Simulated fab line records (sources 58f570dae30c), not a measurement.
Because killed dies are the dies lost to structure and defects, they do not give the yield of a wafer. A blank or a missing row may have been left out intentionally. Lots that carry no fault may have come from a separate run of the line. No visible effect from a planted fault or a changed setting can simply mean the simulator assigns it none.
2 desks, one fault + flow berkeley_cmos170 + every desk sees just its own numbers, and what lay behind them comes last

== AT THE METROLOGY DESK ==
What the gauges read, lot by lot, whatever tool the lot ran on: means of the sampled wafers that have a number. Marked OUT: a lot whose mean sits more than 4 standard deviations from the usual mean, which makes it out of limits; the brackets give that distance.
Columns: A = NWELL_OXIDE_THK at UCB170_NWELL_THK_MEAS_02, usual 26.6 nm
| lot  | first seen here | A    |
|------|-----------------|------|
| L385 | day 2 03:41     | 26.9 |
| L388 | day 2 21:02     | 26.4 |
| L389 | day 3 04:38     | 27.1 |
| L390 | day 3 04:38     | 26.6 |
| L392 | day 4 00:34     | 26.1 |
| L396 | day 4 04:44     | 25.8 |
| L394 | day 4 04:45     | 27.0 |
| L399 | day 5 05:59     | 26.2 |
| L401 | day 5 11:04     | 25.9 |
| L402 | day 5 17:49     | 26.2 |
| L403 | day 5 17:49     | 26.3 |
| L406 | day 6 09:53     | 26.7 |
| L405 | day 6 09:53     | 26.0 |
| L407 | day 6 16:12     | 27.2 |
This desk's verdict: no lot among the 14 shows anything out of limits.

== DESK OF THE TOOL OWNER: krf_scanner-01 ==
The tool's own readings at UCB170_V2_EXPOSE_09 (exposes mask VIA2, target cd 700 nm): means of the sampled wafers that have a number, for each lot that ran on this tool. Marked OUT: a lot whose mean sits more than 4 standard deviations from the usual mean, which makes it out of limits; the brackets give that distance.
Columns: A = exposure_dose_mJ_cm2 at UCB170_V2_EXPOSE_09, usual 37.12; B = focus_offset_nm at UCB170_V2_EXPOSE_09, usual -0.1 nm
| lot  | first seen here | A     | B    |
|------|-----------------|-------|------|
| L388 | day 8 20:04     | 36.97 | 0.3  |
| L389 | day 8 22:08     | 36.98 | 0.1  |
| L390 | day 8 22:23     | 36.96 | -0.3 |
| L394 | day 9 03:53     | 36.97 | -0.7 |
| L402 | day 11 14:35    | 36.95 | -0.3 |
| L406 | day 11 22:31    | 36.96 | -0.0 |
| L405 | day 11 22:39    | 36.96 | -0.4 |
| L407 | day 11 22:47    | 36.97 | 0.1  |
This desk's verdict: no lot among the 8 shows anything out of limits.

== ALL TOGETHER ==
Metrology desk: nothing out of limits seen.
The tool owner's desk saw nothing out of limits.

== WHAT HAD BEEN PUT IN BY THE SIMULATOR ==
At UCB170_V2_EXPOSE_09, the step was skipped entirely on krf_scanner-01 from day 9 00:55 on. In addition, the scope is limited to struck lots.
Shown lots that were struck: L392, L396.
